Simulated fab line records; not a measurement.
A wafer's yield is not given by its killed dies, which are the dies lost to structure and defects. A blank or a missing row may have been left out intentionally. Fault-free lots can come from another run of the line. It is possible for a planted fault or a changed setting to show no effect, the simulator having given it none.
The same fault as seen by 2 desks / flow berkeley_cmos170 / every desk sees just its own numbers, and what lay behind them comes last

FOR THE TOOL OWNER'S DESK: rie_diel-04
The tool's own readings at UCB170_V2_ETCH_14 (etches SiO2 in CHF3/CF4/Ar, stops on Al, target depth 1250 nm, time 291 s): means of the sampled wafers that have a number, for each lot that ran on this tool. The brackets show how far a lot's mean lies from the usual mean; more than 4 standard deviations puts the lot out of limits, marked OUT.
Columns: A = drypump_motor_current_A at UCB170_V2_ETCH_14, usual 5.7 A; B = oes_product_au at UCB170_V2_ETCH_14, usual 0.868 a.u.; C = throttle_valve_pct at UCB170_V2_ETCH_14, usual 6.94 %
lot=L813; first seen here=day 8 12:56; A=5.5; B=0.878; C=6.97
lot=L815; first seen here=day 9 06:40; A=5.6; B=0.872; C=7.03
lot=L816; first seen here=day 9 08:06; A=5.5; B=0.878; C=6.97
lot=L820; first seen here=day 9 20:31; A=6.0; B=0.825; C=6.92
lot=L817; first seen here=day 9 21:26; A=5.6; B=0.817; C=7.04
This desk found nothing out of limits on any of the 5 lots.

FROM THE METROLOGY DESK
What the gauges read, lot by lot, whatever tool the lot ran on: means of the sampled wafers that have a number. The brackets show how far a lot's mean lies from the usual mean; more than 4 standard deviations puts the lot out of limits, marked OUT.
Columns: A = V2_BOW at UCB170_V2_BOW_MEAS_03, usual 37 um; B = M3_AL_RS at UCB170_M3_RS_MEAS_02, usual 0.03214 ohm/sq
lot=L810; first seen here=day 8 02:16; A=34; B=0.03237
lot=L813; first seen here=day 8 10:59; A=32; B=0.03244
lot=L812; first seen here=day 8 12:17; A=45; B=0.03212
lot=L811; first seen here=day 8 13:24; A=41; B=0.03213
lot=L815; first seen here=day 9 05:19; A=31; B=0.03232
lot=L816; first seen here=day 9 06:38; A=31; B=0.03215
lot=L820; first seen here=day 9 19:01; A=38; B=0.03197
lot=L819; first seen here=day 9 19:28; A=39; B=0.03219
lot=L817; first seen here=day 9 19:56; A=37; B=0.03165
lot=L828; first seen here=day 11 20:52; A=41; B=0.03202
lot=L829; first seen here=day 11 20:59; A=36; B=0.03242
lot=L831; first seen here=day 12 09:16; A=30; B=0.03201
lot=L832; first seen here=day 12 10:23; A=41; B=0.03211
lot=L833; first seen here=day 12 18:04; A=39; B=0.03226
This desk found nothing out of limits on any of the 14 lots.

TAKEN TOGETHER
The desk of the tool owner found nothing out of limits.
The metrology desk saw nothing out of limits.

WHAT THE SIMULATOR HAD PUT IN
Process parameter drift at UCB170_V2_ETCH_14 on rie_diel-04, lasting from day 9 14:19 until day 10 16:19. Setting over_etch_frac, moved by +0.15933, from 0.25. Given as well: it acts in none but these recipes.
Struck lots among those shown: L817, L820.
